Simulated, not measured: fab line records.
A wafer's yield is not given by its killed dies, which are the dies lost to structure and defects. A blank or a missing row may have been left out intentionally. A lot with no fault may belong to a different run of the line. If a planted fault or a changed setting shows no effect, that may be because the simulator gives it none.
Struck lot and sound lot, side by side :: flow berkeley-cmos170 :: 14 out of 331 route steps
Sound: the wafers L732.3, L732.5, L732.6. Wafers L724.3, L724.4, L724.5 were the ones struck. The cause comes at the end.
At each step with rows: each side's tool, then ch and its chambers, then its first start. Under that, the readings that differ: sound wafers :: struck wafers :: difference of the means :: sigmas: that difference in standard deviations of wafers without a fault.
alike: readings whose means differ by less than 2 such deviations, and words and numbers that are the same on both sides. not compared: withheld readings, readings that some wafer has no value for, bounds like >300 that may hide the same value, and numbers for which the record gives no deviation and whose values overlap.
A row with sigmas, a row that says differs or no value, or rows on one side alone: a step with any of these is where the two part. Numbers that have no deviation but don't overlap get no sigmas and don't part them. A reading missing from all wafers of one side parts the sides only when that side holds two or more wafers.

first, 2 steps without rows for these wafers: UCB170_GATE_ANNEAL_03 (time 1800 s); UCB170_GATE_CVD_04 (deposits poly-Si from SiH4, time 1440 s, target thk 214 nm).
UCB170_GATE_THK_MEAS_05:
  struck on film-metro-03, day 8 19:47; sound on film-metro-01, day 10 03:46
  alike: GATE_POLY_THK
then, 6 steps without rows for these wafers: UCB170_GATE_COAT_06; UCB170_GATE_COAT_07 (resist thk 900 nm); UCB170_GATE_SOFTBAKE_08 (time 60 s); UCB170_GATE_EXPOSE_09 (exposes mask POLY, target cd 350 nm); UCB170_GATE_PEB_10; UCB170_GATE_DEVELOP_11 (develop time 45 s).
UCB170_GATE_CD_MEAS_12: the cd target is 350 nm.
  struck on cd-sem-01, day 8 21:31; sound on cd-sem-02, day 10 05:17
  alike: cd-nm
UCB170_GATE_OVL_MEAS_13:
  struck on overlay-02, day 8 21:37; sound on overlay-02, day 10 05:23
  alike: GATE_OVL
UCB170_GATE_ETCH_14: etches BARC in N2/H2.
  sound on rie-diel-03 ch 0,1,2, day 10 05:25; struck on rie-diel-01 ch 0,3, day 8 21:38
reading: throttle-valve-pct (%)
sound: 13.46 13.53 13.46
struck: 13.22 13.11 13.10
difference: -0.34
sigmas: -2
  alike: drypump-motor-current-A, oes-product-au
UCB170_GATE_ETCH_15: etches poly-Si in HBr/Cl2, stops on SiO2, time 56.3 s, target depth 278.2 nm.
  sound on rie-si-01 ch 0,1,2, day 10 05:27; struck on rie-si-02 ch 0,1,3, day 8 21:41
reading: oes-product-au (a.u.)
sound: 0.845 0.823 0.837
struck: 1.020 1.023 1.010
difference: +0.183
sigmas: +11

reading: run-length-s (s)
sound: 85.0 85.2 84.4
struck: 61.9 62.0 61.8
difference: -23.0
sigmas: -56

reading: model.GATE.feature-depth-nm (nm)
sound: 214.2 213.6 214.3
struck: 169.8 169.1 166.8
difference: -45.5
sigmas: 

reading: model.etch.depth-nm (nm)
sound: 214.2 213.6 214.2
struck: 169.8 169.1 166.8
difference: -45.4
sigmas: 

reading: model.KrF_of_GATE_COAT_07.thk-nm (nm)
sound: 779.3 780.4 777.2
struck: 817.8 822.3 815.9
difference: +39.7
sigmas: 
  alike: HBr_flow_sccm, drypump-motor-current-A, throttle-valve-pct
  not compared: rf-hours-counter-h
UCB170_GATE_STRIP_16: strips in O2.
  sound on plasma-asher-04 ch 0,1, day 10 05:32; struck on plasma-asher-04 ch 0,1, day 8 21:46
  alike: drypump-motor-current-A, oes-product-au
  not compared: rf-hours-counter-h

## WHERE THEY PART
At UCB170_GATE_ETCH_14 first; at UCB170_GATE_ETCH_15 last (within this record only). Later steps at which nothing parts them and some readings are alike: UCB170_GATE_STRIP_16.

WHY: what the simulator had put in
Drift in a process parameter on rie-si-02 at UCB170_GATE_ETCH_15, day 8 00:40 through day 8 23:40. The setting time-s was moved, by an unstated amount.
